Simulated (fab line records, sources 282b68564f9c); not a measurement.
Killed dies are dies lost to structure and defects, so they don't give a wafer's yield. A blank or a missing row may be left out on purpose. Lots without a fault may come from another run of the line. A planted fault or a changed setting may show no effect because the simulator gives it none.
fab line records | flow rit_cmos
record lots=5 wafers=15 last_day=7
route steps=202 shown PLDD@118 SPACER@125 NSD@131 M1@202
lots that met no fault: from a run of the same line without faults
start_h: hours from the record's first day to the start of the lot's first wafer shown | wait_h: hours since the lot's step before | " the same as in the row above | L1.1+2: a row that stands for several wafers | - no value, or no start given | * or withheld: withheld | < > ~ a bound
route shown NAME@n: a module of which the file shows steps, and the number in the route of the first | usual: mean/standard deviation of fault-free wafers | same: alike in all rows | chamber/n: place in a boat | sites: the reading at each site | _std_site: their standard deviation | _edge_site: outer sites' mean less inner sites' | radius_mm: how far each site lies from the wafer's centre | mask NAME#n: copy n | behind: the tool/chamber that last shaped the wafer | hold: why the lot was held/for how many hours/how that ended | device: the transistor (n, p or np) that didn't switch | end of line: the same wafers' tests at the end of the route | a step without rows: its recipe alone | killed: dies lost to structure and defects at the first sort, not the wafer's yield | map: a wafer's dies, x killed, . not, _ none there
set.NAME: the setting as run; set.NAME@STEP: as run at that earlier step | model.NAME: the simulator's own value behind a step, which no gauge read
lots at some steps of the route; a table a step, a row a wafer
services: from which hour (start_h, from the record's first day; less than 0 if before it) a tool's chamber was out of use, for how many hours, and why
## steps
# step RIT_PLDD_PEB_04
# recipe resist=NOVOLAK temp_c=withheld time_s=withheld
# step RIT_PLDD_DEVELOP_05
# recipe resist=NOVOLAK develop_time_s=50 dev_temp_c=23
# step RIT_PLDD_OVL_MEAS_06
# usual PLDD_OVL=0.1/1.4
# columns lot.wafer tool chamber start_h wait_h PLDD_OVL[nm]
L765.1 overlay-01 - 47.39 - -1.6
L765.2 " - " " 0.1
L765.5 " - " " 0.3
L767.2 overlay-01 - 58.78 - 0.8
L767.4 " - " " 0.8
L767.5 " - " " 1.0
L777.3 overlay-01 - 108.55 - 1.1
L777.4 " - " " -2.6
L777.6 " - " " 0.3
L778.1 overlay-02 - 112.49 - 0.8
L778.4 " - " " -0.8
L778.6 " - " " 1.0
L786.1 overlay-01 - 156.06 - -0.5
L786.3 " - " " -0.5
L786.6 " - " " -0.4
# step RIT_PLDD_HARDBAKE_07
# recipe resist=NOVOLAK temp_c=140 time_s=60
# step RIT_PLDD_IMPLANT_08
# recipe species=BF2 energy_kev=20 dose_cm2=9e+14 tilt_deg=7
# step RIT_PLDD_STRIP_09
# recipe chemistry=O2 time_s=180 resist=NOVOLAK platen_temp_c=withheld power_w=500 pressure_mtorr=4000 o2_flow_sccm=4120
# usual drypump_motor_current_A=5.7/0.37
# columns lot.wafer tool chamber start_h wait_h drypump_motor_current_A rf_hours_counter_h
L765.1 plasma_asher-02 0 47.73 0.1 6.0 40
L765.2 " 1 " " 5.8 40
L765.5 " 1 " " 5.7 -
L767.2 plasma_asher-02 0 59.11 0.1 6.0 41
L767.4 " 1 " " 5.7 -
L767.5 " 0 " " 6.0 -
L777.3 plasma_asher-02 0 108.94 0.1 6.0 -
L777.4 " 1 " " 5.7 -
L777.6 " 0 " " 6.0 -
L778.1 plasma_asher-03 0 112.82 0.1 5.0 48
L778.4 " 0 " " 5.0 -
L778.6 " 1 " " 5.8 -
L786.1 plasma_asher-02 0 156.40 0.1 5.9 52
L786.3 " 1 " " 5.7 -
L786.6 " 1 " " 5.7 -
# step RIT_PLDD_TW_MEAS_10
# usual PLDD_TW=2342/22
# columns lot.wafer tool chamber start_h wait_h PLDD_TW
L765.1 film_metro-02 - 47.90 0.1 2337
L765.2 " - " " 2332
L765.5 " - " " 2347
L767.2 film_metro-04 - 59.30 0.1 2329
L767.4 " - " " 2331
L767.5 " - " " 2333
L777.3 film_metro-01 - 109.07 0.1 2364
L777.4 " - " " 2371
L777.6 " - " " 2375
L778.1 film_metro-04 - 113.00 0.1 2319
L778.4 " - " " 2307
L778.6 " - " " 2318
L786.1 film_metro-01 - 156.57 0.1 2384
L786.3 " - " " 2385
L786.6 " - " " 2379
# step RIT_SPACER_CLEAN_00
# recipe chemistry=SC1 mix=3:3:50 time_s=600 temp_c=75
# step RIT_SPACER_CLEAN_01
# recipe chemistry=dHF dilution=50:1 time_s=30
# step RIT_SPACER_CLEAN_02
# recipe chemistry=SC2 mix=3:3:50 time_s=600 temp_c=75 dry=n2_spin
# step RIT_SPACER_CVD_03
# recipe material=Si3N4 target_thk_nm=250 temp_c=810 precursor=SiH2Cl2/NH3 time_s=3300 pressure_mtorr=300 sih2cl2_flow_sccm=60 nh3_flow_sccm=150
# step RIT_SPACER_THK_MEAS_04
# recipe reads=Si3N4_of_SPACER_CVD_03
# usual SPACER_NITRIDE_THK=250.8/2.1
# columns lot.wafer tool chamber start_h wait_h SPACER_NITRIDE_THK[nm]
L765.1 film_metro-03 - 50.24 0.0 250.1
L765.2 " - " " 250.6
L765.5 " - " " 250.4
L767.2 film_metro-03 - 61.67 0.0 250.7
L767.4 " - " " 249.9
L767.5 " - " " 249.9
L777.3 film_metro-04 - 113.08 0.0 252.6
L777.4 " - " " 252.5
L777.6 " - " " 252.2
L778.1 film_metro-04 - 115.36 0.0 251.4
L778.4 " - " " 251.9
L778.6 " - " " 252.1
L786.1 film_metro-04 - 158.95 0.0 247.7
L786.3 " - " " 248.8
L786.6 " - " " 248.3
# step RIT_SPACER_ETCHBACK_05
# recipe target_depth_a=2500 SF6_flow_sccm=30 CHF3_flow_sccm=30 target=Si3N4 chemistry=SF6/CHF3 pressure_mtorr=40 rf_w=250 time_s=240 stop_on=SiO2
# usual drypump_motor_current_A=6.0/0.58 oes_product_au=0.849/0.012 throttle_valve_pct=10.29/0.16
# columns lot.wafer tool chamber start_h wait_h drypump_motor_current_A oes_product_au rf_hours_counter_h throttle_valve_pct
L765.1 rie_diel-02 1 50.30 0.1 5.8 0.868 25 10.06
L765.2 " 0 " " 5.4 0.847 8 10.21
L765.5 " 3 " " 6.3 0.843 - 10.30
L767.2 rie_diel-04 2 61.72 0.0 5.3 0.832 106 10.14
L767.4 " 0 " " 6.6 0.860 108 10.29
L767.5 " 3 " " 6.7 0.833 - 10.59
L777.3 rie_diel-04 1 113.12 0.0 6.5 0.854 99 10.43
L777.4 " 2 " " 5.3 0.847 108 10.15
L777.6 " 1 " " 6.5 0.860 - 10.44
L778.1 rie_diel-02 0 115.42 0.1 5.4 0.846 9 10.21
L778.4 " 2 " " 5.4 0.901 7 10.38
L778.6 " 0 " " 5.4 0.855 - 10.21
L786.1 rie_diel-01 2 159.01 0.1 6.4 0.836 8 10.22
L786.3 " 1 " " 6.3 0.831 72 10.23
L786.6 " 3 " " 4.8 0.836 - 10.07
# step RIT_NSD_HMDS_00
# recipe prime_time_s=60 prime_temp_c=140
# step RIT_M1_PROBE_99
# usual killed_at_contacts=0.1/0.34 killed_at_front_end=7/3 killed_dies=7/3.1 killed_on_rim=1.7/1.3 killed_open=3.4/1.9 killed_short=3.4/2.1
# same gross_dies=264 killed_at_M0_to_M3=0 killed_at_M4_up=0 killed_at_back_side=0 killed_at_other=0
# columns lot.wafer tool chamber start_h wait_h killed_at_contacts killed_at_front_end killed_dies killed_on_rim killed_open killed_short model.etest.nmos_0p15.r_on_ohm_um model.etest.pwell_pinched.rs_ohm_sq model.etest.nwell_pinched.rs_ohm_sq model.etest.nmos_0p15.tox_inv_nm model.etest.diode_nplus_comb.cj_ff_um2
L765.1 prober-01 - 61.36 0.1 0 9 9 1 6 3 1121 449.4 341.9 4.408 2.632
L765.2 prober-01 - 61.41 0.1 0 6 6 1 1 5 1147 453.4 338 4.394 2.652
L765.5 prober-01 - 61.56 0.2 0 6 6 1 2 4 1124 450.1 339.5 4.389 2.632
L767.2 prober-01 - 73.72 0.1 0 9 9 2 7 2 1070 455.8 333.7 4.474 2.623
L767.4 prober-01 - 73.82 0.2 0 6 6 0 3 3 1120 464.4 338.6 4.398 2.662
L767.5 prober-01 - 73.87 0.2 0 5 5 1 2 3 1133 470.5 338.8 4.362 2.693
L777.3 prober-01 - 126.21 0.2 0 5 5 1 2 3 1092 451.9 335.9 4.453 2.599
L777.4 prober-01 - 126.26 0.2 0 6 6 3 2 4 1078 453.3 328.9 4.49 2.585
L777.6 prober-01 - 126.36 0.2 0 3 3 0 0 3 1108 453.9 332.4 4.514 2.603
L778.1 prober-02 - 129.86 0.1 0 10 10 5 4 6 1082 453.8 339.4 4.458 2.621
L778.4 prober-02 - 130.01 0.2 0 9 9 1 5 3 1068 456 332.5 4.533 2.578
L778.6 prober-02 - 130.11 0.2 1 9 10 0 6 4 1086 467.2 339.9 4.467 2.638
L786.1 prober-01 - 170.98 0.1 0 3 3 1 0 3 1100 458.1 338.5 4.502 2.652
L786.3 prober-01 - 171.08 0.2 0 10 10 3 6 4 1076 456.4 336.8 4.444 2.639
L786.6 prober-01 - 171.23 0.2 0 7 7 2 1 4 1063 451.1 335.6 4.466 2.617
# killed by level:class
L765.1 SILICIDE:geometric_particle:open=3 FOX1:geometric_particle:open=1 FOX1:geometric_particle:short=1 GATE:geometric_particle:short=1 GATE:geometric_particle:open=1 SPACER:geometric_particle:open=1 SILICIDE:geometric_particle:short=1
L765.2 GATE:geometric_particle:short=2 FOX2:geometric_particle:short=1 SPACER:geometric_particle:short=1 SPACER:geometric_particle:open=1 SILICIDE:geometric_particle:short=1
L765.5 GATE:geometric_particle:open=2 REOX:geometric_particle:short=2 FOX1:geometric_particle:short=1 FOX2:geometric_particle:short=1
L767.2 GATE:geometric_particle:open=4 FOX1:geometric_particle:open=2 GATE:geometric_particle:short=1 SPACER:geometric_particle:short=1 SILICIDE:geometric_particle:open=1
L767.4 GATE:geometric_particle:short=2 GATE:geometric_particle:open=2 FOX1:geometric_particle:short=1 SILICIDE:geometric_particle:open=1
L767.5 FOX1:geometric_particle:short=1 FOX2:geometric_particle:short=1 FOX2:geometric_particle:open=1 REOX:geometric_particle:open=1 SPACER:geometric_particle:short=1
L777.3 GATE:geometric_particle:short=2 SILICIDE:geometric_particle:open=2 REOX:geometric_particle:short=1
L777.4 GATE:geometric_particle:short=3 FOX1:geometric_particle:short=1 FOX1:geometric_particle:open=1 GATE:geometric_particle:open=1
L777.6 GATE:geometric_particle:short=2 FOX1:geometric_particle:short=1
L778.1 GATE:geometric_particle:open=3 FOX1:geometric_particle:short=2 FOX2:geometric_particle:short=2 SILICIDE:geometric_particle:short=2 SPACER:geometric_particle:open=1
L778.4 GATE:geometric_particle:open=2 FOX1:geometric_particle:open=1 FOX2:geometric_particle:open=1 GATE:geometric_particle:short=1 REOX:geometric_particle:short=1 SILICIDE:geometric_particle:short=1 SILICIDE:geometric_particle:open=1 NSD:coat_microbubble_printed=1
L778.6 GATE:geometric_particle:open=3 FOX1:geometric_particle:short=1 FOX2:geometric_particle:open=1 FOX2:geometric_particle:short=1 REOX:geometric_particle:open=1 SILICIDE:geometric_particle:open=1 SILICIDE:geometric_particle:short=1 CONTACT:geometric_particle:short=1
L786.1 SPACER:geometric_particle:short=2 SILICIDE:geometric_particle:short=1
L786.3 SILICIDE:geometric_particle:open=4 SILICIDE:geometric_particle:short=3 GATE:geometric_particle:open=1 SPACER:geometric_particle:open=1 SPACER:geometric_particle:short=1
L786.6 SPACER:geometric_particle:short=2 PWELL:coat_microbubble_printed=2 GATE:geometric_particle:open=1 GATE:geometric_particle:short=1 REOX:geometric_particle:short=1
## services
# columns tool chamber start_h hours kind
rie_diel-04 0 24.03 4.2 repair
rie_diel-02 0 30.03 6.2 repair
plasma_asher-02 - 30.99 2.8 pm
rie_diel-02 - 44.53 2.8 pm
rie_diel-04 1 74.75 5.0 repair
rie_diel-01 2 138.51 1.3 repair
## key
first_sign step=RIT_SPACER_ETCHBACK_05 reading=oes_product_au direction=up sigmas=4.2 usual=0.849 struck=0.901
effect none on later readings
model_effect step=RIT_M1_PROBE_99 value=etest.nmos_0p15.r_on_ohm_um without=1121 struck=1068
met_at RIT_SPACER_ETCHBACK_05
struck_wafers L778.4
tester_left_out L778
fault kind=process_parameter_drift tool=rie_diel-02 chamber=2 onset_h=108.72 steps=RIT_SPACER_ETCHBACK_05 channel=target_depth_a offset=-140.09 shape=step end_h=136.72 acts_in=these_recipes_only stated=2500
# tester_left_out: of these lots the tester's yield and bins aren't shown, on N5 and GAA mostly nor the transistor test; their killed dies are dies lost to structure and defects alone, not to doping, threshold or leakage, so they don't give the yield
